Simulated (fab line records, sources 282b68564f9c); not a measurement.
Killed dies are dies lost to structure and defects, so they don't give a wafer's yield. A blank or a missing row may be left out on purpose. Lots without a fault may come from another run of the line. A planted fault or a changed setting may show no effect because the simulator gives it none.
Problem report in the 8D (eight disciplines) form, filled by code | flow rit_cmos | the parts of the form that need people (team, actions taken, sign-off) are left out

1. THE PROBLEM
killed_at_front_end at RIT_M1_PROBE_99 reads a mean of 127.3 on 6 wafers of 2 lots; wafers without a fault read 6.5 with a standard deviation of 2.8. That is +43 standard deviations from the usual mean.
First seen on wafer L403.1, day 6 02:09, on prober-02. The record holds 12 wafers of 4 lots with a number at this step. Rule for "out", or "out of limits": more than 4 standard deviations from the usual mean. The other wafers with a number count as sound.

2. WHAT IT IS AND WHAT IT IS NOT
question                    | is                                              | is not
which readings at this step | killed_at_front_end, killed_dies, killed_on_rim | killed_at_M0_to_M3, killed_short
which lots                  | L403, L406                                      | L395, L413
which wafers of those lots  | all that have a number                          | -
read on which tools         | prober-02                                       | prober-01
when                        | from day 6 02:09                                | up to then (3 sound wafers); but 3 sound wafers of L413 came after

3. SUSPECTS, AND WHAT RULES EACH OUT
Counting: a tool at a process step up to the reading stays a suspect if it ran every lot that is out and no sound lot after the first of them.
- litho_track-02 at RIT_GATE_DEVELOP_15 (develop time 50 s): kept. It ran every lot that is out, first L403 (day 5 04:00), and no sound lot after that; its last sound lot up to then is L395 (day 3 13:00).
- prober-02 at RIT_M1_PROBE_99: ruled out as a lasting fault. Sound lots L413 ran on it after its first lot that is out, L403 (day 6 02:09).
Left after counting: litho_track-02 at RIT_GATE_DEVELOP_15.

4. THE CAUSE (what the simulator had put in)
Process parameter drift: litho_track-02, from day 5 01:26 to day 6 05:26, at RIT_GATE_DEVELOP_15. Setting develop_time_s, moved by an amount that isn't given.
Counting left only this tool.

5. THE CHAIN OF EFFECTS, in route order
Each row: a reading whose mean over the struck wafers that have a number lies more than 3 standard deviations from the usual. Only readings for which the record gives a usual standard deviation are gone through. hours: the time from each lot's start at the first step in this table that gives one to its start at this step, as a median over the lots. sigmas: the change in usual standard deviations.
hours | step            | reading             | usual | on struck wafers | change | sigmas
0     | RIT_M1_PROBE_99 | killed_at_front_end | 6.5   | 127.3            | +120.8 | +43
0     | RIT_M1_PROBE_99 | killed_dies         | 6.5   | 127.3            | +120.8 | +43
0     | RIT_M1_PROBE_99 | killed_on_rim       | 1.7   | 56.3             | +54.6  | +42
The process steps in it:
- RIT_M1_PROBE_99

6. WHAT WOULD HAVE CAUGHT IT SOONER
In this record the first reading out of limits was taken at day 6 02:09, 25 hours after the fault began at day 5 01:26.
All the lots that are out (2) had begun RIT_GATE_DEVELOP_15 on litho_track-02 by day 6 02:09. A hold on the tool at that time would have spared none of them.
